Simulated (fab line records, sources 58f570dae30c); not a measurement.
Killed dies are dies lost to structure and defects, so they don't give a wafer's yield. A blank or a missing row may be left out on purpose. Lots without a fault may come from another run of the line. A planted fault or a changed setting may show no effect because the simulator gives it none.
A struck lot beside a sound one | flow berkeley_cmos170 | 43 steps out of a route of 331
Sound: wafers L231.2, L231.3, L231.6. Struck: wafer L237.1. (L237.3, L237.5 of the same lot were not struck and are left out.) The cause comes at the end.
At each step with rows: each side's tool, then ch and its chambers, then its first start. Under that, the readings that differ: sound wafers | struck wafers | difference of the means | sigmas: that difference in standard deviations of wafers without a fault.
alike: readings whose means differ by less than 2 such deviations, and words and numbers that are the same on both sides. not compared: withheld readings, readings that some wafer has no value for, bounds like >300 that may hide the same value, and numbers for which the record gives no deviation and whose values overlap.
The two part at a step that has a row with sigmas, a row that says differs or no value, or rows on one side only. Numbers that don't overlap but have no deviation are shown without sigmas and don't part them. A reading that every wafer of one side lacks parts them only if that side has two wafers or more.

first, 3 steps without rows for these wafers: UCB170_BACKSIDE_HMDS_00 (prime time 60 s); UCB170_BACKSIDE_COAT_01 (resist thk 900 nm); UCB170_BACKSIDE_SOFTBAKE_02 (time 60 s).
UCB170_BACKSIDE_STRIP_03: strips in O2.
  sound on plasma_asher-03 ch 0,1, day 8 00:36; struck on plasma_asher-03 ch 1, day 9 19:44
  alike: drypump_motor_current_A, oes_product_au, strip_time_to_endpoint_s
  not compared: rf_hours_counter_h
then, 1 step without rows for these wafers: UCB170_BACKSIDE_CLEAN_04 (cleans in SPM, time 600 s).
UCB170_SDANNEAL_RTA_00: time 10 s.
  sound on rtp_anneal-02 ch 0, day 8 00:53; struck on rtp_anneal-02 ch 0, day 9 20:01
  alike: lamp_power_pct, wafer_temp_C_max
then, 1 step without rows for these wafers: UCB170_SDANNEAL_RTA_01 (time 5 s).
UCB170_SDANNEAL_RS_MEAS_02: measures by four-point-probe.
  sound on film_metro-02, day 8 01:01; struck on film_metro-01, day 9 20:08
  reading         | sound          | struck | difference | sigmas
  PSD_RS (ohm/sq) | 75.6 75.5 74.8 | 76.1   | +0.8       | +2
UCB170_SDANNEAL_RS_MEAS_03: measures by four-point-probe.
  sound on film_metro-02, day 8 01:08; struck on film_metro-01, day 9 20:16
  alike: NSD_RS
UCB170_SDANNEAL_RS_MEAS_04: measures by four-point-probe.
  sound on film_metro-02, day 8 01:16; struck on film_metro-01, day 9 20:23
  alike: PLDD_RS
UCB170_SDANNEAL_RS_MEAS_05: measures by four-point-probe.
  sound on film_metro-02, day 8 01:23; struck on film_metro-01, day 9 20:30
  alike: NLDD_RS
then, 1 step without rows for these wafers: UCB170_SILICIDE_PRE_CLEAN_00 (preclean etch time 60 s).
UCB170_SILICIDE_SPUTTER_01: material Ti, target thk 30 nm, time 25 s.
  sound on pvd_sputter-01, day 8 01:33; struck on pvd_sputter-01, day 9 20:41
  alike: throttle_valve_pct
UCB170_SILICIDE_RS_MEAS_02: measures by four-point-probe.
  sound on film_metro-04, day 8 01:36; struck on film_metro-04, day 9 20:43
  alike: SILICIDE_TI_RS
UCB170_SILICIDE_THK_MEAS_03: measures by xrf.
  sound on film_metro-04, day 8 01:43; struck on film_metro-04, day 9 20:50
  alike: SILICIDE_TI_THK
UCB170_SILICIDE_RTA_04: time 15 s.
  sound on rtp_anneal-01 ch 0, day 8 01:46; struck on rtp_anneal-01 ch 0, day 9 20:54
  alike: lamp_power_pct, wafer_temp_C_max
then, 3 steps without rows for these wafers: UCB170_SILICIDE_WET_ETCH_05 (etches Ti in SPM, time 45 s); UCB170_CONTACT_CLEAN_00 (cleans in SPM, time 600 s); UCB170_CONTACT_CVD_01 (deposits PSG from SiH4/O2/PH3, target thk 700 nm, time 2820 s).
UCB170_CONTACT_THK_MEAS_02:
  sound on film_metro-03, day 8 05:11; struck on film_metro-04, day 9 23:23
  alike: CONTACT_PSG_THK
then, 3 steps without rows for these wafers: UCB170_CONTACT_HMDS_03 (prime time 60 s); UCB170_CONTACT_COAT_04 (resist thk 900 nm); UCB170_CONTACT_SOFTBAKE_05 (time 60 s).
UCB170_CONTACT_STRIP_06: strips in O2.
  sound on plasma_asher-01 ch 0,1, day 8 05:56; struck on plasma_asher-02 ch 0, day 10 00:21
  alike: drypump_motor_current_A, oes_product_au, strip_time_to_endpoint_s
  not compared: rf_hours_counter_h
then, 8 steps without rows for these wafers: UCB170_CONTACT_CLEAN_07 (cleans in SPM, time 600 s); UCB170_CONTACT_RTA_08 (time 10 s); UCB170_CONTACT_COAT_09; UCB170_CONTACT_COAT_10 (resist thk 900 nm); UCB170_CONTACT_SOFTBAKE_11 (time 60 s); UCB170_CONTACT_EXPOSE_12 (exposes mask CONT, target cd 700 nm); UCB170_CONTACT_PEB_13; UCB170_CONTACT_DEVELOP_14 (develop time 45 s).
UCB170_CONTACT_CD_MEAS_15: target cd 700 nm.
  sound on cd_sem-01, day 8 07:28; struck on cd_sem-01, day 10 02:08
  alike: cd_nm
UCB170_CONTACT_OVL_MEAS_16:
  sound on overlay-01, day 8 07:35; struck on overlay-02, day 10 02:16
  alike: CONTACT_OVL
UCB170_CONTACT_ETCH_17: etches BARC in N2/H2.
  sound on rie_diel-03 ch 0,2, day 8 07:37; struck on rie_diel-02 ch 0, day 10 02:17
  alike: drypump_motor_current_A, h2_flow_sccm, n2_flow_sccm, oes_product_au, throttle_valve_pct
then, 2 steps without rows for these wafers: UCB170_CONTACT_ETCH_18 (etches PSG in CHF3/CF4/Ar, stops on TiSi2, target depth 840 nm, time 195 s); UCB170_CONTACT_STRIP_19 (strips in O2).
UCB170_CONTACT_CD_MEAS_90: target cd 700 nm.
  sound on cd_sem-02, day 8 07:54; struck on cd_sem-01, day 10 02:34
  alike: cd_nm
then, 2 steps without rows for these wafers: UCB170_CONTACT_CLEAN_20 (cleans in SPM, time 600 s); UCB170_M1_SPUTTER_00 (material Al, target thk 600 nm, time 80 s).
UCB170_M1_RS_MEAS_01: measures by four-point-probe.
  sound on film_metro-01, day 8 08:16; struck on film_metro-03, day 10 06:14
  alike: M1_AL_RS
UCB170_M1_THK_MEAS_02: measures by xrf.
  sound on film_metro-01, day 8 08:22; struck on film_metro-03, day 10 06:22
  alike: M1_AL_THK
UCB170_M3_PROBE_99:
  the record has rows for the struck wafers here (prober-01, day 11 00:43) and none for the sound ones

WHERE THEY PART
First at UCB170_SDANNEAL_RS_MEAS_02; last, within this record, at UCB170_M3_PROBE_99.

WHY: what the simulator had put in
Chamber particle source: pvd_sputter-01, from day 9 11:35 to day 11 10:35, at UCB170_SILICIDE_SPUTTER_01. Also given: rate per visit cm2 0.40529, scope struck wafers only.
